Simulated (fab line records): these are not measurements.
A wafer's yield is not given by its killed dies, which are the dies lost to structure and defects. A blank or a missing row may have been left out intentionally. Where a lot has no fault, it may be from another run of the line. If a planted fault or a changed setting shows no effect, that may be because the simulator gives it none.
fab line records	flow ritCmos	part 1 of 2: steps 1 to 27 of 37
record lots=5	wafers=15	lastDay=7
route steps=202 shown FOX2@27 NWELL@28 PWELL@39 WELLDRIVE@50 NRETRO@53
lots that met no fault: taken from a fault-free run of the same line
startH: hours from the record's first day to the start of the lot's first wafer shown	waitH: time in hours since the lot's previous step	" same as the row above	L1.1+2: a row that stands for several wafers	- no value, or no start was given	* or withheld: withheld	< > ~ a bound
route shown NAME@n: a module of which the file shows steps, and the number in the route of the first	usual: the fault-free wafers' mean and standard deviation	same: alike in all rows	chamber/n: place in a boat	sites: per-site readings	_std_site: standard deviation of those values	_edge_site: inner sites' mean taken away from outer sites' mean	radiusMm: for every site, how far away it sits from the centre of the wafer	mask NAME#n: copy n	behind: tool/chamber where the wafer was last shaped	hold: reason for holding the lot/hours on hold/outcome of the hold	device: transistor that didn't switch, given as n, p or np	end of line: at the end of the route, the tests of the same wafers	a step with no rows: only its recipe	killed: dies that structure and defects cost at the first sort, which is not the same as the wafer's yield	map: a wafer's dies, marking killed ones x, the rest . and places with no die _
set.NAME: setting as actually run; set.NAME@STEP: the setting as run at that earlier step	model.NAME: the simulator's own value behind a step, which no gauge read
lots seen at some steps along the route; tables by step, rows by wafer
services: when a tool's chamber went out of use (startH, in hours from the record's first day, below 0 if earlier), for how many hours, and the reason
## steps
# step RIT_FOX2_THK_MEAS_90
# recipe reads=SiO2_of_FOX2_OXIDATION_00
# usual FIELD_OXIDE_LEFT_1_THK=326/6.3
lot.wafer	tool	chamber	startH	waitH	FIELD_OXIDE_LEFT_1_THK[nm]
L081.1	filmMetro-02	-	58.29	0.0	317
L081.2	"	-	"	"	318
L081.4	"	-	"	"	324
L087.1	filmMetro-02	-	90.89	0.0	319
L087.3	"	-	"	"	315
L087.4	"	-	"	"	318
L094.2	filmMetro-03	-	124.94	0.0	330
L094.3	"	-	"	"	329
L094.4	"	-	"	"	332
L095.1	filmMetro-04	-	130.32	0.0	337
L095.3	"	-	"	"	336
L095.4	"	-	"	"	336
L097.1	filmMetro-03	-	134.20	0.0	322
L097.2	"	-	"	"	326
L097.3	"	-	"	"	324
# step RIT_NWELL_HMDS_00
# recipe primeTimeS=60	primeTempC=140
# usual exhaustPa=44.9/0.84
lot.wafer	tool	chamber	startH	waitH	exhaustPa
L081.1	lithoTrack-02	0	58.35	0.1	45.8
L081.2	"	0	"	"	44.5
L081.4	"	0	"	"	44.8
L087.1	lithoTrack-01	0	90.95	0.1	43.9
L087.3	"	0	"	"	45.1
L087.4	"	0	"	"	45.1
L094.2	lithoTrack-01	0	125.02	0.1	44.8
L094.3	"	0	"	"	45.1
L094.4	"	0	"	"	44.6
L095.1	lithoTrack-01	0	130.38	0.1	44.1
L095.3	"	0	"	"	45.8
L095.4	"	0	"	"	45.3
L097.1	lithoTrack-01	0	134.31	0.1	44.7
L097.2	"	0	"	"	43.6
L097.3	"	0	"	"	44.9
# step RIT_NWELL_COAT_01
# recipe resist=NOVOLAK	spinRpm=2000	resistThkNm=1300
# usual exhaustPa=45.4/0.86
lot.wafer	tool	chamber	startH	waitH	exhaustPa
L081.1	lithoTrack-02	0	58.50	0.1	46.0
L081.2	"	0	"	"	47.6
L081.4	"	0	"	"	47.0
L087.1	lithoTrack-01	0	91.10	0.1	45.4
L087.3	"	0	"	"	45.3
L087.4	"	0	"	"	45.3
L094.2	lithoTrack-01	0	125.17	0.1	45.4
L094.3	"	0	"	"	46.3
L094.4	"	0	"	"	45.8
L095.1	lithoTrack-01	0	130.53	0.1	47.2
L095.3	"	0	"	"	45.9
L095.4	"	0	"	"	46.0
L097.1	lithoTrack-01	0	134.46	0.1	45.0
L097.2	"	0	"	"	45.0
L097.3	"	0	"	"	45.7
# step RIT_NWELL_SOFTBAKE_02
# recipe resist=NOVOLAK	tempC=89.25	timeS=60
# usual exhaustPa=44.9/0.9	heaterPowerTotalW=34.16/0.049
lot.wafer	tool	chamber	startH	waitH	exhaustPa	heaterPowerTotalW
L081.1	lithoTrack-02	0	58.65	0.1	43.6	34.12
L081.2	"	0	"	"	42.9	34.08
L081.4	"	0	"	"	43.5	34.05
L087.1	lithoTrack-01	0	91.25	0.1	44.3	34.19
L087.3	"	0	"	"	45.4	34.13
L087.4	"	0	"	"	44.3	34.17
L094.2	lithoTrack-01	0	125.32	0.1	45.5	34.27
L094.3	"	0	"	"	45.5	34.03
L094.4	"	0	"	"	45.7	34.21
L095.1	lithoTrack-01	0	130.68	0.1	45.2	34.10
L095.3	"	0	"	"	44.9	34.15
L095.4	"	0	"	"	45.0	34.23
L097.1	lithoTrack-01	0	134.61	0.1	44.7	34.15
L097.2	"	0	"	"	46.0	34.18
L097.3	"	0	"	"	45.6	34.12
# step RIT_NWELL_EXPOSE_03
# recipe maskId=M2	na=0.57	targetCdNm=43900	doseMj=250
# usual exposureDoseMJCm2=249.99/0.29
# same na=0.57
lot.wafer	tool	chamber	startH	waitH	mask	exposureDoseMJCm2
L081.1	ilineStepper-02	0	58.92	0.2	M2#0	249.43
L081.2	"	0	"	"	M2#0	249.62
L081.4	"	0	"	"	M2#0	250.00
L087.1	ilineStepper-02	0	91.40	0.1	M2#0	249.97
L087.3	"	0	"	"	M2#0	249.97
L087.4	"	0	"	"	M2#0	249.98
L094.2	ilineStepper-01	0	125.46	0.1	M2#0	250.32
L094.3	"	0	"	"	M2#0	250.00
L094.4	"	0	"	"	M2#0	249.75
L095.1	ilineStepper-02	0	130.95	0.2	M2#0	249.30
L095.3	"	0	"	"	M2#0	249.93
L095.4	"	0	"	"	M2#0	249.32
L097.1	ilineStepper-02	0	134.89	0.2	M2#0	250.35
L097.2	"	0	"	"	M2#0	250.54
L097.3	"	0	"	"	M2#0	250.10
# step RIT_NWELL_PEB_04
# recipe resist=NOVOLAK	tempC=withheld	timeS=withheld
# usual exhaustPa=45.0/0.85
lot.wafer	tool	chamber	startH	waitH	exhaustPa
L081.1	lithoTrack-02	0	59.04	0.1	43.8
L081.2	"	0	"	"	44.6
L081.4	"	0	"	"	44.0
L087.1	lithoTrack-03	0	91.78	0.4	44.4
L087.3	"	0	"	"	45.5
L087.4	"	0	"	"	45.1
L094.2	lithoTrack-01	0	125.58	0.1	45.3
L094.3	"	0	"	"	43.4
L094.4	"	0	"	"	45.5
L095.1	lithoTrack-01	0	131.07	0.1	46.4
L095.3	"	0	"	"	44.6
L095.4	"	0	"	"	44.8
L097.1	lithoTrack-02	0	135.27	0.4	44.6
L097.2	"	0	"	"	43.8
L097.3	"	0	"	"	44.1
# step RIT_NWELL_DEVELOP_05
# recipe resist=NOVOLAK	developTimeS=68	devTempC=23
# usual developerTempC=22.99/0.1	exhaustPa=44.9/0.99
lot.wafer	tool	chamber	startH	waitH	developerTempC	exhaustPa
L081.1	lithoTrack-02	0	-	-	22.91	46.7
L081.2	"	0	"	"	22.95	45.1
L081.4	"	0	"	"	22.84	44.4
L087.1	lithoTrack-03	0	-	-	22.89	44.0
L087.3	"	0	"	"	23.06	45.1
L087.4	"	0	"	"	22.96	42.9
L094.2	lithoTrack-01	0	-	-	23.13	46.1
L094.3	"	0	"	"	23.08	45.6
L094.4	"	0	"	"	23.25	44.9
L095.1	lithoTrack-01	0	-	-	22.93	45.8
L095.3	"	0	"	"	23.06	47.0
L095.4	"	0	"	"	23.01	45.3
L097.1	lithoTrack-02	0	-	-	22.88	44.4
L097.2	"	0	"	"	22.93	43.8
L097.3	"	0	"	"	22.79	45.9
# step RIT_NWELL_OVL_MEAS_06
# usual NWELL_OVL=0.3/1.4
lot.wafer	tool	chamber	startH	waitH	NWELL_OVL[nm]
L081.1	overlay-02	-	59.35	-	0.5
L081.2	"	-	"	"	-0.4
L081.4	"	-	"	"	-1.8
L087.1	overlay-02	-	92.09	-	0.3
L087.3	"	-	"	"	-0.8
L087.4	"	-	"	"	-1.2
L094.2	overlay-02	-	125.88	-	-1.3
L094.3	"	-	"	"	-0.9
L094.4	"	-	"	"	-1.1
L095.1	overlay-01	-	131.38	-	2.5
L095.3	"	-	"	"	1.0
L095.4	"	-	"	"	-0.7
L097.1	overlay-02	-	135.59	-	-0.6
L097.2	"	-	"	"	-2.4
L097.3	"	-	"	"	-0.7
# step RIT_NWELL_HARDBAKE_07
# recipe resist=NOVOLAK	tempC=140	timeS=120
# usual exhaustPa=44.8/0.93	heaterPowerTotalW=52.03/0.066
lot.wafer	tool	chamber	startH	waitH	exhaustPa	heaterPowerTotalW
L081.1	lithoTrack-01	0	59.39	0.0	45.9	52.06
L081.2	"	0	"	"	45.9	52.08
L081.4	"	0	"	"	44.6	51.98
L087.1	lithoTrack-02	0	92.13	0.0	45.0	52.16
L087.3	"	0	"	"	45.9	51.98
L087.4	"	0	"	"	45.0	51.92
L094.2	lithoTrack-02	0	125.95	0.1	45.9	52.04
L094.3	"	0	"	"	43.6	51.96
L094.4	"	0	"	"	44.8	52.00
L095.1	lithoTrack-03	0	131.42	0.0	44.0	51.95
L095.3	"	0	"	"	44.1	52.06
L095.4	"	0	"	"	45.2	52.01
L097.1	lithoTrack-01	0	135.62	0.0	43.3	52.00
L097.2	"	0	"	"	43.5	52.09
L097.3	"	0	"	"	43.9	52.02
# step RIT_NWELL_IMPLANT_08
# recipe species=P	energyKev=170	doseCm2=4.898e+13	tiltDeg=7
lot.wafer	tool	chamber	startH	waitH
L081.1+2+4	implanter-02	0	59.64	0.2
L087.1+3+4	implanter-02	0	92.38	0.2
L094.2+3+4	implanter-02	0	126.18	0.2
L095.1+3+4	implanter-02	0	131.67	0.2
L097.1+2+3	implanter-04	0	135.87	0.2
# step RIT_NWELL_STRIP_09
# recipe chemistry=O2	timeS=180	resist=NOVOLAK	platenTempC=withheld	powerW=500	pressureMtorr=4000	o2FlowSccm=4000
# usual drypumpMotorCurrentA=5.9/0.41
lot.wafer	tool	chamber	startH	waitH	drypumpMotorCurrentA	rfHoursCounterH
L081.1	plasmaAsher-01	0	59.79	0.1	5.5	42
L081.2	"	1	"	"	6.5	42
L081.4	"	0	"	"	5.4	-
L087.1	plasmaAsher-04	1	92.53	0.1	5.4	27
L087.3	"	1	"	"	5.5	-
L087.4	"	0	"	"	6.2	-
L094.2	plasmaAsher-02	0	126.31	0.1	6.0	43
L094.3	"	1	"	"	5.5	-
L094.4	"	0	"	"	6.0	-
L095.1	plasmaAsher-01	1	131.82	0.1	6.5	0
L095.3	"	1	"	"	6.5	-
L095.4	"	0	"	"	5.4	-
L097.1	plasmaAsher-02	0	136.02	0.1	6.0	45
L097.2	"	1	"	"	5.4	45
L097.3	"	0	"	"	6.0	-
# step RIT_NWELL_TW_MEAS_10
# usual NWELL_TW=2113/22
lot.wafer	tool	chamber	startH	waitH	NWELL_TW
L081.1	filmMetro-03	-	59.96	0.1	2093
L081.2	"	-	"	"	2100
L081.4	"	-	"	"	2097
L087.1	filmMetro-01	-	92.71	0.1	2121
L087.3	"	-	"	"	2119
L087.4	"	-	"	"	2123
L094.2	filmMetro-03	-	126.49	0.1	2100
L094.3	"	-	"	"	2099
L094.4	"	-	"	"	2102
L095.1	filmMetro-04	-	131.99	0.1	2145
L095.3	"	-	"	"	2147
L095.4	"	-	"	"	2146
L097.1	filmMetro-03	-	136.20	0.1	2087
L097.2	"	-	"	"	2082
L097.3	"	-	"	"	2099
# step RIT_PWELL_HMDS_00
# recipe primeTimeS=60	primeTempC=140
# usual exhaustPa=45.2/0.98
lot.wafer	tool	chamber	startH	waitH	exhaustPa
L081.1	lithoTrack-03	0	60.02	0.1	44.8
L081.2	"	0	"	"	44.9
L081.4	"	0	"	"	45.3
L087.1	lithoTrack-04	0	93.04	0.3	44.4
L087.3	"	0	"	"	44.5
L087.4	"	0	"	"	44.5
L094.2	lithoTrack-03	0	126.57	0.1	44.3
L094.3	"	0	"	"	45.5
L094.4	"	0	"	"	45.2
L095.1	lithoTrack-03	0	132.05	0.1	45.9
L095.3	"	0	"	"	47.2
L095.4	"	0	"	"	46.5
L097.1	lithoTrack-01	0	136.26	0.1	45.9
L097.2	"	0	"	"	42.1
L097.3	"	0	"	"	44.6
# step RIT_PWELL_COAT_01
# recipe resist=NOVOLAK	spinRpm=2000	resistThkNm=1300
# usual exhaustPa=45.0/0.9
lot.wafer	tool	chamber	startH	waitH	exhaustPa
L081.1	lithoTrack-03	0	60.17	0.1	45.2
L081.2	"	0	"	"	44.8
L081.4	"	0	"	"	43.9
L087.1	lithoTrack-04	0	93.19	0.1	45.6
L087.3	"	0	"	"	45.3
L087.4	"	0	"	"	45.7
L094.2	lithoTrack-03	0	126.72	0.1	45.1
L094.3	"	0	"	"	46.0
L094.4	"	0	"	"	45.6
L095.1	lithoTrack-03	0	132.20	0.1	45.4
L095.3	"	0	"	"	45.9
L095.4	"	0	"	"	45.3
L097.1	lithoTrack-01	0	136.41	0.1	44.6
L097.2	"	0	"	"	44.1
L097.3	"	0	"	"	44.8
# step RIT_PWELL_SOFTBAKE_02
# recipe resist=NOVOLAK	tempC=90	timeS=60
# usual exhaustPa=45.2/0.93	heaterPowerTotalW=34.56/0.049
lot.wafer	tool	chamber	startH	waitH	exhaustPa	heaterPowerTotalW
L081.1	lithoTrack-03	0	60.32	0.1	44.4	34.63
L081.2	"	0	"	"	43.7	34.67
L081.4	"	0	"	"	44.0	34.63
L087.1	lithoTrack-04	0	93.34	0.1	44.0	34.59
L087.3	"	0	"	"	45.9	34.48
L087.4	"	0	"	"	45.2	34.56
L094.2	lithoTrack-03	0	126.87	0.1	45.1	34.54
L094.3	"	0	"	"	45.4	34.63
L094.4	"	0	"	"	46.0	34.60
L095.1	lithoTrack-03	0	132.35	0.1	44.0	34.52
L095.3	"	0	"	"	45.7	34.53
L095.4	"	0	"	"	45.6	34.56
L097.1	lithoTrack-01	0	136.56	0.1	44.4	34.57
L097.2	"	0	"	"	44.5	34.48
L097.3	"	0	"	"	44.0	34.58
# step RIT_PWELL_EXPOSE_03
# recipe maskId=M3	na=0.57	targetCdNm=43700	doseMj=250
# usual exposureDoseMJCm2=250.05/0.25
# same na=0.57
lot.wafer	tool	chamber	startH	waitH	mask	exposureDoseMJCm2
L081.1	ilineStepper-01	0	60.47	0.1	M3#0	250.15
L081.2	"	0	"	"	M3#0	250.40
L081.4	"	0	"	"	M3#0	249.77
L087.1	ilineStepper-01	0	93.69	0.3	M3#0	249.92
L087.3	"	0	"	"	M3#0	250.27
L087.4	"	0	"	"	M3#0	250.04
L094.2	ilineStepper-02	0	127.14	0.2	M3#0	249.97
L094.3	"	0	"	"	M3#0	250.20
L094.4	"	0	"	"	M3#0	249.92
L095.1	ilineStepper-01	0	132.63	0.2	M3#0	250.29
L095.3	"	0	"	"	M3#0	250.01
L095.4	"	0	"	"	M3#0	250.45
L097.1	ilineStepper-01	0	136.83	0.2	M3#0	249.70
L097.2	"	0	"	"	M3#0	249.84
L097.3	"	0	"	"	M3#0	249.73
# step RIT_PWELL_PEB_04
# recipe resist=NOVOLAK	tempC=withheld	timeS=withheld
# usual exhaustPa=44.8/0.81
lot.wafer	tool	chamber	startH	waitH	exhaustPa
L081.1	lithoTrack-04	0	60.59	0.1	44.9
L081.2	"	0	"	"	45.1
L081.4	"	0	"	"	45.0
L087.1	lithoTrack-01	0	93.89	0.2	45.7
L087.3	"	0	"	"	45.3
L087.4	"	0	"	"	45.4
L094.2	lithoTrack-04	0	127.26	0.1	44.4
L094.3	"	0	"	"	45.0
L094.4	"	0	"	"	45.2
L095.1	lithoTrack-03	0	132.75	0.1	45.9
L095.3	"	0	"	"	45.7
L095.4	"	0	"	"	45.6
L097.1	lithoTrack-03	0	136.95	0.1	44.7
L097.2	"	0	"	"	45.3
L097.3	"	0	"	"	45.8
# step RIT_PWELL_DEVELOP_05
# recipe resist=NOVOLAK	developTimeS=68	devTempC=23
# usual developerTempC=22.98/0.1	exhaustPa=45.1/0.93
lot.wafer	tool	chamber	startH	waitH	developerTempC	exhaustPa
L081.1	lithoTrack-04	0	-	-	22.94	45.5
L081.2	"	0	"	"	22.96	44.8
L081.4	"	0	"	"	23.03	45.5
L087.1	lithoTrack-01	0	-	-	22.97	45.1
L087.3	"	0	"	"	22.84	44.1
L087.4	"	0	"	"	22.91	45.1
L094.2	lithoTrack-04	0	-	-	23.01	46.2
L094.3	"	0	"	"	23.05	45.8
L094.4	"	0	"	"	23.03	46.2
L095.1	lithoTrack-03	0	-	-	23.01	45.7
L095.3	"	0	"	"	22.96	44.4
L095.4	"	0	"	"	22.75	45.4
L097.1	lithoTrack-03	0	-	-	22.98	45.7
L097.2	"	0	"	"	23.05	46.4
L097.3	"	0	"	"	22.94	45.4
# step RIT_PWELL_OVL_MEAS_06
# usual PWELL_OVL=-1.3/1.4
lot.wafer	tool	chamber	startH	waitH	PWELL_OVL[nm]
L081.1	overlay-02	-	60.90	-	-1.6
L081.2	"	-	"	"	-1.3
L081.4	"	-	"	"	0.8
L087.1	overlay-02	-	94.20	-	-3.5
L087.3	"	-	"	"	-0.8
L087.4	"	-	"	"	-3.4
L094.2	overlay-01	-	127.55	-	-0.8
L094.3	"	-	"	"	-0.7
L094.4	"	-	"	"	-0.6
L095.1	overlay-02	-	133.06	-	-2.4
L095.3	"	-	"	"	-2.4
L095.4	"	-	"	"	-2.2
L097.1	overlay-01	-	137.26	-	-0.8
L097.2	"	-	"	"	-1.9
L097.3	"	-	"	"	-0.6
# step RIT_PWELL_HARDBAKE_07
# recipe resist=NOVOLAK	tempC=140	timeS=120
# usual exhaustPa=45.1/0.83	heaterPowerTotalW=52.03/0.066
lot.wafer	tool	chamber	startH	waitH	exhaustPa	heaterPowerTotalW
L081.1	lithoTrack-04	0	60.94	0.0	44.3	51.93
L081.2	"	0	"	"	44.0	52.06
L081.4	"	0	"	"	45.1	52.05
L087.1	lithoTrack-03	0	94.24	0.0	45.7	51.98
L087.3	"	0	"	"	45.7	52.03
L087.4	"	0	"	"	45.7	51.98
L094.2	lithoTrack-03	0	127.68	0.1	46.6	52.04
L094.3	"	0	"	"	45.5	51.97
L094.4	"	0	"	"	45.7	52.09
L095.1	lithoTrack-03	0	133.10	0.0	45.8	52.05
L095.3	"	0	"	"	45.5	51.93
L095.4	"	0	"	"	45.1	51.96
L097.1	lithoTrack-04	0	137.30	0.0	45.1	51.95
L097.2	"	0	"	"	44.1	51.99
L097.3	"	0	"	"	44.3	52.02
# step RIT_PWELL_IMPLANT_08
# recipe species=B	energyKev=170	doseCm2=7e+13	tiltDeg=7
lot.wafer	tool	chamber	startH	waitH
L081.1+2+4	implanter-02	0	61.19	0.2
L087.1+3+4	implanter-02	0	94.49	0.2
L094.2+3+4	implanter-04	0	127.92	0.2
L095.1+3+4	implanter-04	0	133.35	0.2
L097.1+2+3	implanter-02	0	137.55	0.2
# step RIT_PWELL_STRIP_09
# recipe chemistry=O2	timeS=180	resist=NOVOLAK	platenTempC=withheld	powerW=500	pressureMtorr=4000	o2FlowSccm=4000
# usual drypumpMotorCurrentA=5.79/0.28
lot.wafer	tool	chamber	startH	waitH	drypumpMotorCurrentA	rfHoursCounterH
L081.1	plasmaAsher-03	0	61.34	0.1	5.87	43
L081.2	"	1	"	"	5.68	43
L081.4	"	0	"	"	5.86	-
L087.1	plasmaAsher-04	0	94.64	0.1	6.16	28
L087.3	"	1	"	"	5.47	-
L087.4	"	0	"	"	6.17	-
L094.2	plasmaAsher-04	1	128.04	0.1	5.50	34
L094.3	"	0	"	"	6.20	-
L094.4	"	1	"	"	5.50	-
L095.1	plasmaAsher-04	0	133.50	0.1	6.20	35
L095.3	"	0	"	"	6.18	-
L095.4	"	1	"	"	5.49	-
L097.1	plasmaAsher-03	0	137.70	0.1	5.84	51
L097.2	"	1	"	"	5.61	51
L097.3	"	1	"	"	5.64	-
# step RIT_PWELL_TW_MEAS_10
# usual PWELL_TW=945/9.8
lot.wafer	tool	chamber	startH	waitH	PWELL_TW
L081.1	filmMetro-04	-	61.51	0.1	958
L081.2	"	-	"	"	959
L081.4	"	-	"	"	958
L087.1	filmMetro-03	-	94.81	0.1	937
L087.3	"	-	"	"	934
L087.4	"	-	"	"	942
L094.2	filmMetro-03	-	128.23	0.1	940
L094.3	"	-	"	"	938
L094.4	"	-	"	"	940
L095.1	filmMetro-03	-	133.67	0.1	936
L095.3	"	-	"	"	933
L095.4	"	-	"	"	938
L097.1	filmMetro-01	-	137.87	0.1	952
L097.2	"	-	"	"	953
L097.3	"	-	"	"	957
# step RIT_WELLDRIVE_ANNEAL_00
# recipe tempC=1100	timeS=14700	ambient=N2
lot.wafer	tool	chamber	startH	waitH
L081.1+2+4	furnace-03	0	61.59	0.1
L087.1+3+4	furnace-02	0	95.32	0.5
L094.2+3+4	furnace-01	0	128.38	0.1
L095.1+3+4	furnace-03	0	133.73	0.1
L097.1+2+3	furnace-03	0	138.81	0.9
# step RIT_WELLDRIVE_RS_MEAS_01
# recipe thkMeasGauge=four-point-probe
# usual NWELL_RS=278.8/0.79
lot.wafer	tool	chamber	startH	waitH	NWELL_RS[ohm/sq]
L081.1	filmMetro-01	-	66.67	0.0	278.8
L081.2	"	-	"	"	279.0
L081.4	"	-	"	"	279.4
L087.1	filmMetro-04	-	100.40	0.0	277.9
L087.3	"	-	"	"	277.6
L087.4	"	-	"	"	278.0
L094.2	filmMetro-01	-	133.48	0.0	279.6
L094.3	"	-	"	"	278.9
L094.4	"	-	"	"	278.6
L095.1	filmMetro-03	-	138.81	0.0	279.0
L095.3	"	-	"	"	278.8
L095.4	"	-	"	"	280.0
L097.1	filmMetro-04	-	143.90	0.0	278.4
L097.2	"	-	"	"	278.8
L097.3	"	-	"	"	278.7
# step RIT_WELLDRIVE_RS_MEAS_02
# recipe thkMeasGauge=four-point-probe
# usual PWELL_RS=429.1/1.3
lot.wafer	tool	chamber	startH	waitH	PWELL_RS[ohm/sq]
L081.1	filmMetro-01	-	66.79	0.1	428.3
L081.2	"	-	"	"	429.4
L081.4	"	-	"	"	429.1
L087.1	filmMetro-04	-	100.52	0.1	426.6
L087.3	"	-	"	"	425.9
L087.4	"	-	"	"	427.3
L094.2	filmMetro-01	-	133.60	0.1	427.1
L094.3	"	-	"	"	427.7
L094.4	"	-	"	"	427.9
L095.1	filmMetro-03	-	138.93	0.1	428.0
L095.3	"	-	"	"	428.5
L095.4	"	-	"	"	428.3
L097.1	filmMetro-04	-	144.02	0.1	428.8
L097.2	"	-	"	"	429.2
L097.3	"	-	"	"	428.8
# step RIT_NRETRO_HMDS_00
# recipe primeTimeS=60	primeTempC=140
# usual exhaustPa=44.8/0.9
lot.wafer	tool	chamber	startH	waitH	exhaustPa
L081.1	lithoTrack-02	0	66.95	0.1	44.6
L081.2	"	0	"	"	45.2
L081.4	"	0	"	"	44.2
L087.1	lithoTrack-02	0	100.64	0.1	44.1
L087.3	"	0	"	"	44.2
L087.4	"	0	"	"	46.5
L094.2	lithoTrack-04	0	133.73	0.1	45.8
L094.3	"	0	"	"	44.5
L094.4	"	0	"	"	46.3
L095.1	lithoTrack-04	0	139.05	0.1	44.9
L095.3	"	0	"	"	45.9
L095.4	"	0	"	"	45.3
L097.1	lithoTrack-04	0	144.19	0.2	44.1
L097.2	"	0	"	"	45.1
L097.3	"	0	"	"	46.0
